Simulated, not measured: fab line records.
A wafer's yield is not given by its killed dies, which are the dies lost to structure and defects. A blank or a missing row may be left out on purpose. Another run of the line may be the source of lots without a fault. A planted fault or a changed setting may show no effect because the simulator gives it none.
Problem report, 8D (eight disciplines) form, completed by code | flow ritCmos | the parts of the form that need people (team, actions taken, sign-off) are left out

== 1. WHAT WENT WRONG ==
wafer_temp_C_max at RIT_SILICIDE_RTA_04 reads a mean of 628.8 on 6 wafers of 2 lots; wafers without a fault read 652.9 with a standard deviation of 0.96. That puts it -25 standard deviations away from the usual mean.
The step: time 10 s, ramp up 5 s, ramp down 5 s.
First observed at day 6 09:53: wafer L971.1, on rtpAnneal-02. Wafers with a number at this step in the record: 42, from 14 lots. The rule behind "out" and "out of limits": a value lying over 4 standard deviations away from the usual mean. The rest of the wafers with a number are treated as sound.

== 2. WHAT THIS IS AND IS NOT ==
question                    | is                     | is not
which readings at this step | wafer_temp_C_max       | -
which lots                  | L971, L973             | L957, L958, L959, L960, L961, L962, L963, L966, L968, L969, L970, L972
which wafers of those lots  | all that have a number | -
read on which tools         | rtpAnneal-02           | rtpAnneal-01
when                        | from day 6 09:53       | up to then (33 sound wafers); but 3 sound wafers of L972 came after

== 3. WHAT RULES OUT EACH SUSPECT ==
Counting: any tool at a process step up to the reading is kept as a suspect provided that every lot that is out went through it and no sound lot did after the first of them.
- pvdSputter-02 at RIT_SILICIDE_SPUTTER_01 (material Ti, target thk 30 nm, time 240 s): kept. It ran every lot that is out, first L971 (day 6 09:33), and no sound lot after that; its last sound lot up to then is L969 (day 6 01:00).
- rtpAnneal-02 at RIT_SILICIDE_RTA_04 (time 10 s, ramp up 5 s, ramp down 5 s): kept. It ran every lot that is out, first L971 (day 6 09:53), and no sound lot after that; its last sound lot up to then is L969 (day 6 01:22). On those wafers its own readings are out: wafer_temp_C_max.
The count leaves rtpAnneal-02 at RIT_SILICIDE_RTA_04 and pvdSputter-02 at RIT_SILICIDE_SPUTTER_01.

== 4. THE CAUSE (what the simulator had put in) ==
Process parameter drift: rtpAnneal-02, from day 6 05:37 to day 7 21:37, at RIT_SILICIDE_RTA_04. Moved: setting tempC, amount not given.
Counting leaves 2 suspects; this tool is one of them.

== 5. THE CHAIN OF EFFECTS, in route order ==
Each row: a reading where the mean over the struck wafers with a number is more than 3 standard deviations away from the usual. Only readings for which the record gives a usual standard deviation are gone through. hours: the time from each lot's start at the first step in this table that gives one to its start at this step, as a median over the lots. sigmas: the change in usual standard deviations.
hours | step                | reading          | usual | on struck wafers | change | sigmas
0     | RIT_SILICIDE_RTA_04 | wafer_temp_C_max | 652.9 | 628.8            | -24.1  | -25
It contains these process steps:
- RIT_SILICIDE_RTA_04: time 10 s, ramp up 5 s, ramp down 5 s.

== 6. WHAT WOULD HAVE CAUGHT IT SOONER ==
In this record no reading fell out of limits until day 6 09:53, 4 hours after the fault had begun at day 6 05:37.
